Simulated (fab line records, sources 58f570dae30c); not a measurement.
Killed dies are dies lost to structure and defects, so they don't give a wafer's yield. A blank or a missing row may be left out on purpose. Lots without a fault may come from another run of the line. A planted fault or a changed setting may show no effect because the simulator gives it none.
Chamber matching | flow berkeley_cmos170 | UCB170_V1_ETCH_14 on rie_diel-03: 4 sister chambers
The step etches SiO2 in CHF3/CF4/Ar, stops on Al, target depth 1250 nm, time 291 s. 14 wafers are shown with their chamber, then 7 later ones without.

WAFERS WITH THEIR CHAMBER
wafer  | chamber | throttle_valve_pct (%) | oes_product_au (a.u.) | rf_fwd_power_W (W)
L423.1 | 0       | 6.95                   | 0.874                 | 700.4
L423.4 | 1       | 6.74                   | 0.893                 | 696.6
L423.6 | 3       | 7.03                   | 0.850                 | 699.7
L425.1 | 1       | 6.75                   | 0.893                 | 694.5
L425.4 | 2       | 7.02                   | 0.853                 | 698.6
L425.5 | 2       | 7.06                   | 0.861                 | 697.6
L430.4 | 2       | 7.04                   | 0.858                 | 697.2
L430.5 | 1       | 6.74                   | 0.892                 | 703.8
L430.6 | 0       | 6.94                   | 0.874                 | 695.6
L432.1 | 0       | 6.95                   | 0.884                 | 698.5
L432.4 | 2       | 7.02                   | 0.857                 | 697.3
L432.5 | 0       | 6.93                   | 0.870                 | 699.4
L438.1 | 0       | 6.94                   | 0.875                 | 699.8
L438.2 | 2       | 7.02                   | 0.859                 | 698.8

SIGNATURES (means of the wafers above)
reading            | chamber 0 | chamber 1 | chamber 2 | chamber 3 | scatter within a chamber
throttle_valve_pct | 6.9420    | 6.7433    | 7.0320    | 7.0300    | 0.0128
oes_product_au     | 0.87540   | 0.89267   | 0.85760   | 0.85000   | 0.00378
rf_fwd_power_W     | 698.740   | 698.300   | 697.900   | 699.700   | 2.53
Rule: a wafer's distance from a chamber is the root of the sum, over the readings, of the square of ((its reading less the chamber's mean) divided by the reading's scatter). The wafer belongs to the nearest chamber; if the next one is less than 2 further off, it can't be placed. The scatter: the root of (the sum of the squares of (reading less its chamber's mean) over the shown wafers, divided by (wafers less chambers)).

WAFERS WITHOUT THEIR CHAMBER
wafer  | throttle_valve_pct (%) | oes_product_au (a.u.) | rf_fwd_power_W (W)
L438.6 | 6.74                   | 0.895                 | 698.1
L439.3 | 7.03                   | 0.860                 | 699.0
L439.4 | 6.74                   | 0.888                 | 698.7
L439.6 | 7.01                   | 0.862                 | 699.0
L441.1 | 7.02                   | 0.847                 | 700.7
L441.2 | 6.94                   | 0.872                 | 695.6
L441.3 | 7.02                   | 0.852                 | 696.4

WHICH CHAMBER EACH WENT THROUGH
wafer  | from the rows above     | in truth
L438.6 | 1                       | 1
L439.3 | can't be placed: 2 or 3 | 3
L439.4 | 1                       | 1
L439.6 | can't be placed: 2 or 3 | 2
L441.1 | can't be placed: 3 or 2 | 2
L441.2 | 0                       | 0
L441.3 | can't be placed: 3 or 2 | 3
Placed correctly: 3 of 7. Can't be placed from these rows: 4 (the true chamber is among the candidates in 4). Placed wrongly: 0.
